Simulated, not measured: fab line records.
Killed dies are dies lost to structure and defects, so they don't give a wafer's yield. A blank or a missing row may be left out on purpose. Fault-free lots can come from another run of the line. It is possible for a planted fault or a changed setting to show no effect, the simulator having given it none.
What tool caused it? | flow rit-cmos | 15 lots (45 wafers sampled), 1 step of a 202-step route

WHAT EACH GAUGE READ, for each wafer
The record lacks any reading of a measuring or inspecting step that a usual standard deviation could be used to judge.

EACH LOT AND THE TOOL THAT RAN IT (in order: tool; ch and the chambers of the sampled wafers; start)
lot  | RIT_PRETRO_PEB_04
L263 | litho-track-03 ch 0, day 2 10:44
L264 | litho-track-04 ch 0, day 2 13:43
L268 | litho-track-01 ch 0, day 3 07:28
L270 | litho-track-03 ch 0, day 3 19:26
L271 | litho-track-03 ch 0, day 4 00:35
L273 | litho-track-03 ch 0, day 4 09:05
L274 | litho-track-04 ch 0, day 4 15:49
L276 | litho-track-01, day 5 00:44
L277 | litho-track-03, day 5 05:01
L278 | litho-track-01, day 5 11:23
L282 | litho-track-04 ch 0, day 6 07:21
L283 | litho-track-01 ch 0, day 6 13:26
L284 | litho-track-01 ch 0, day 7 02:41
L285 | litho-track-03 ch 0, day 7 03:03
L286 | litho-track-01 ch 0, day 7 20:47
- RIT_PRETRO_PEB_04

AS READ BY THE TOOLS THEMSELVES (means over the sampled wafers that have a number; for cases with no such wafer, the mark the record gives instead)
RIT_PRETRO_PEB_04.
lot  | tool           | exhaust-pa (Pa)
L263 | litho-track-03 | 44.6
L264 | litho-track-04 | 44.2
L268 | litho-track-01 | 45.6
L270 | litho-track-03 | 45.2
L271 | litho-track-03 | 46.3
L273 | litho-track-03 | 45.7
L274 | litho-track-04 | 45.8
L276 | litho-track-01 | -
L277 | litho-track-03 | -
L278 | litho-track-01 | -
L282 | litho-track-04 | 44.8
L283 | litho-track-01 | 44.3
L284 | litho-track-01 | 45.0
L285 | litho-track-03 | 45.3
L286 | litho-track-01 | 45.2

THE ANSWER, worked out from the rows above alone
Rule: what is usual is taken from the lots themselves. Put in order of their means at a reading, lots are off if they are a third of the lots or fewer, leave a main group of 4 or more, and stand apart from it by a gap of 3 or more times the standard deviation of the main group's means; of several such gaps the widest counts. If all means in a main group match to the digits the tables above print for the reading, that group is not used. A lot without any number at a reading at which 4 lots or more have one is off too. All remaining lots with rows at the step are treated as sound. Order of review: gauges by route order, followed by the tools' own readings, for which a lot's mean as printed above is used. At the first step where some lot is off, the reading lying furthest off is the one used; lots without a number count as furthest.
Off: L276, L277, L278, at RIT_PRETRO_PEB_04 (exhaust-pa). Without a number there: L276, L277, L278. The main group: mean 45.2 Pa, standard deviation 0.6.
If a tool, at that step or one of the process steps before it, ran each lot that is off and ran no sound lot following the first of them, it fits. None of those tried fits.

WHAT WAS PUT IN BY THE SIMULATOR
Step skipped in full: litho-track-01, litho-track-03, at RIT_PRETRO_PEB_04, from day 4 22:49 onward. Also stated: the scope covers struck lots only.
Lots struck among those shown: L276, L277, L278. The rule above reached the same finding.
